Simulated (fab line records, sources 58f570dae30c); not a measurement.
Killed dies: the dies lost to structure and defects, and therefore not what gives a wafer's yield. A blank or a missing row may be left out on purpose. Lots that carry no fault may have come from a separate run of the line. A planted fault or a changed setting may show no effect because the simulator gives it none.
Struck lot and sound lot, side by side	flow berkeleyCmos170	43 out of 331 route steps
Sound: the wafers L862.2, L862.3, L862.5. The struck wafers were L877.1, L877.2, L877.5. The cause is given at the end.
Order at every step that has rows: each side's tool, ch and its chambers, its first start. Under that, the readings that differ: sound wafers	struck wafers	difference of the means	sigmas: that difference in standard deviations of wafers without a fault.
alike: readings with means less than 2 such deviations apart, plus words and numbers identical on both sides. not compared: withheld readings, readings lacking a value on some wafer, bounds such as >300 that could conceal the same value, and numbers that have no deviation in the record and whose values overlap.
A row with sigmas, a row that says differs or no value, or rows on one side alone: a step with any of these is where the two part. When numbers do not overlap yet have no deviation, they are printed without sigmas and do not part them. Lack of a reading on every wafer of one side parts them only where that side has two or more wafers.

first, 3 steps without rows for these wafers: UCB170_PVT_EXPOSE_03 (exposes mask NWELL, target cd 3000 nm); UCB170_PVT_PEB_04; UCB170_PVT_DEVELOP_05 (develop time 45 s).
UCB170_PVT_OVL_MEAS_06:
  sound: overlay-02 at day 6 20:40; struck: overlay-02 at day 10 09:59
  alike: PVT_OVL
next, for these wafers, 1 step has no rows: UCB170_PVT_IMPLANT_07.
UCB170_PVT_STRIP_08: strips in O2.
  sound on plasmaAsher-04 ch 0,1, day 6 20:50; struck on plasmaAsher-03 ch 0,1, day 10 10:11
  alike: drypumpMotorCurrentA, oesProductAu, stripTimeToEndpointS
  not compared: rfHoursCounterH
UCB170_PVT_TW_MEAS_09:
  sound: filmMetro-01 at day 6 20:57; struck: filmMetro-04 at day 10 10:17
reading	sound	struck	difference	sigmas
PVT_TW	497 496 498	505 507 506	+9	+2
then, 1 step without rows for these wafers: UCB170_GATE_WET_ETCH_00 (etches SiO2 in dHF, time 200 s).
UCB170_FIELD_THK_MEAS_91:
  sound: filmMetro-03 at day 6 21:05; struck: filmMetro-03 at day 10 10:25
  alike: FIELD_OXIDE_LEFT_2_THK
then, 1 step without rows for these wafers: UCB170_GATE_OXIDATION_01 (target thk 6.6 nm, ox time 1800 s).
UCB170_GATE_THK_MEAS_02:
  sound: filmMetro-04 at day 7 03:38; struck: filmMetro-03 at day 10 14:59
reading	sound	struck	difference	sigmas
GATE_OXIDE_THK (nm)	6.30 6.45 6.48	6.83 6.73 6.57	+0.30	+2
then, 1 step without rows for these wafers: UCB170_GATE_ANNEAL_03 (time 1800 s).
UCB170_GATE_CVD_04: deposits poly-Si from SiH4, time 1440 s, target thk 214 nm.
  sound on lpcvd-02 ch 0, day 7 09:57; struck on lpcvd-02 ch 1, day 10 21:56
reading	sound	struck	difference	sigmas
spikeTcCentreC (C)	615.3 612.2 612.8	602.6 600.8 600.0	-12.3	-11
spikeTcLoadC (C)	631.6 630.6 630.9	622.1 621.4 622.0	-9.2	-7
spikeTcSourceC (C)	631.3 629.0 629.2	617.8 616.0 619.3	-12.1	-11
susceptorTempC (C)	609.62 609.54 609.76	597.62 597.75 597.95	-11.87	-44
model.poly-Si_of_GATE_CVD_04.thkNm (nm)	213.9 214.2 214.1	159.4 162.3 158	-54.2	
  alike: zonePowerCentrePct
UCB170_GATE_THK_MEAS_05:
  sound: filmMetro-02 at day 7 11:22; struck: filmMetro-02 at day 10 23:22
reading	sound	struck	difference	sigmas
GATE_POLY_THK (nm)	213.9 214.2 214.3	159.5 162.3 158.1	-54.2	-25
then, 6 steps without rows for these wafers: UCB170_GATE_COAT_06; UCB170_GATE_COAT_07 (resist thk 900 nm); UCB170_GATE_SOFTBAKE_08 (time 60 s); UCB170_GATE_EXPOSE_09 (exposes mask POLY, target cd 350 nm); UCB170_GATE_PEB_10; UCB170_GATE_DEVELOP_11 (develop time 45 s).
UCB170_GATE_CD_MEAS_12: target cd 350 nm.
  sound: cdSem-01 at day 7 12:23; struck: cdSem-01 at day 11 00:34
  alike: cdNm
UCB170_GATE_OVL_MEAS_13:
  sound: overlay-02 at day 7 12:30; struck: overlay-01 at day 11 00:41
  alike: GATE_OVL
UCB170_GATE_ETCH_14: etches BARC in N2/H2.
  sound on rieDiel-02 ch 0,1,3, day 7 12:32; struck on rieDiel-03 ch 1,2, day 11 00:44
  alike: drypumpMotorCurrentA, oesProductAu, rfFwdPowerW, throttleValvePct
UCB170_GATE_ETCH_15: etches poly-Si in HBr/Cl2, stops on SiO2, time 56.3 s, target depth 278.2 nm.
  sound on rieSi-02 ch 0,1,3, day 7 12:34; struck on rieSi-01 ch 1,3, day 11 00:46
reading	sound	struck	difference	sigmas
oesProductAu (a.u.)	0.842 0.812 0.839	0.699 0.702 0.705	-0.129	-8
model.GATE.featureDepthNm (nm)	214 214.2 214.1	159.6 162.4 158.2	-54.0	
model.etch.depthNm (nm)	213.9 214.2 214.1	159.4 162.3 158	-54.2	
  alike: drypumpMotorCurrentA, rfFwdPowerW, throttleValvePct
  not compared: rfHoursCounterH
UCB170_GATE_STRIP_16: strips in O2.
  sound on plasmaAsher-03 ch 0, day 7 12:37; struck on plasmaAsher-01 ch 0,1, day 11 00:49
  alike: drypumpMotorCurrentA, oesProductAu
  not compared: rfHoursCounterH
UCB170_GATE_CD_MEAS_90: target cd 350 nm.
  sound: cdSem-01 at day 7 12:44; struck: cdSem-02 at day 11 00:55
  alike: cdNm
then, 7 steps without rows for these wafers: UCB170_GATE_CLEAN_17 (cleans in SPM, time 600 s); UCB170_PLDD_HMDS_00 (prime time 60 s); UCB170_PLDD_COAT_01 (resist thk 900 nm); UCB170_PLDD_SOFTBAKE_02 (time 60 s); UCB170_PLDD_EXPOSE_03 (exposes mask PSELECT, target cd 1200 nm); UCB170_PLDD_PEB_04; UCB170_PLDD_DEVELOP_05 (develop time 45 s).
UCB170_PLDD_CD_MEAS_06: target cd 1200 nm.
  sound: cdSem-01 at day 7 15:55; struck: cdSem-01 at day 11 02:55
  alike: cdNm
UCB170_PLDD_OVL_MEAS_07:
  sound: overlay-02 at day 7 16:01; struck: overlay-02 at day 11 03:02
  alike: PLDD_OVL
then, 2 steps without rows for these wafers: UCB170_PLDD_IMPLANT_08; UCB170_PLDD_IMPLANT_09.
UCB170_PLDD_STRIP_10: strips in O2.
  sound on plasmaAsher-02 ch 0,1, day 7 16:22; struck on plasmaAsher-03 ch 0,1, day 11 03:23
reading	sound	struck	difference	sigmas
stripTimeToEndpointS (s)	21.78 21.74 21.74	21.64 21.60 21.60	-0.14	-2
  alike: drypumpMotorCurrentA, oesProductAu
  not compared: rfHoursCounterH
UCB170_PLDD_TW_MEAS_11:
  sound: filmMetro-01 at day 7 16:28; struck: filmMetro-01 at day 11 03:29
  alike: PLDD_TW
then, 3 steps without rows for these wafers: UCB170_PLDD_CLEAN_12 (cleans in SPM, time 600 s); UCB170_NLDD_HMDS_00 (prime time 60 s); UCB170_NLDD_COAT_01 (resist thk 900 nm).
UCB170_SILICIDE_PRE_CLEAN_00: preclean etch time 60 s.
  sound: pvdSputter-01 at day 8 07:09; struck: pvdSputter-04 at day 11 16:40
reading	sound	struck	difference	sigmas
model.poly-Si_of_GATE_CVD_04.thkNm (nm)	207.1 207.2 207.3	152.5 155.3 151.1	-54.2	

## WHERE THEY PART
Earliest at UCB170_PVT_TW_MEAS_09; latest, in this record, at UCB170_PLDD_STRIP_10. Later steps at which nothing parts them and some readings are alike: UCB170_PLDD_TW_MEAS_11.

WHY: what the simulator had put in
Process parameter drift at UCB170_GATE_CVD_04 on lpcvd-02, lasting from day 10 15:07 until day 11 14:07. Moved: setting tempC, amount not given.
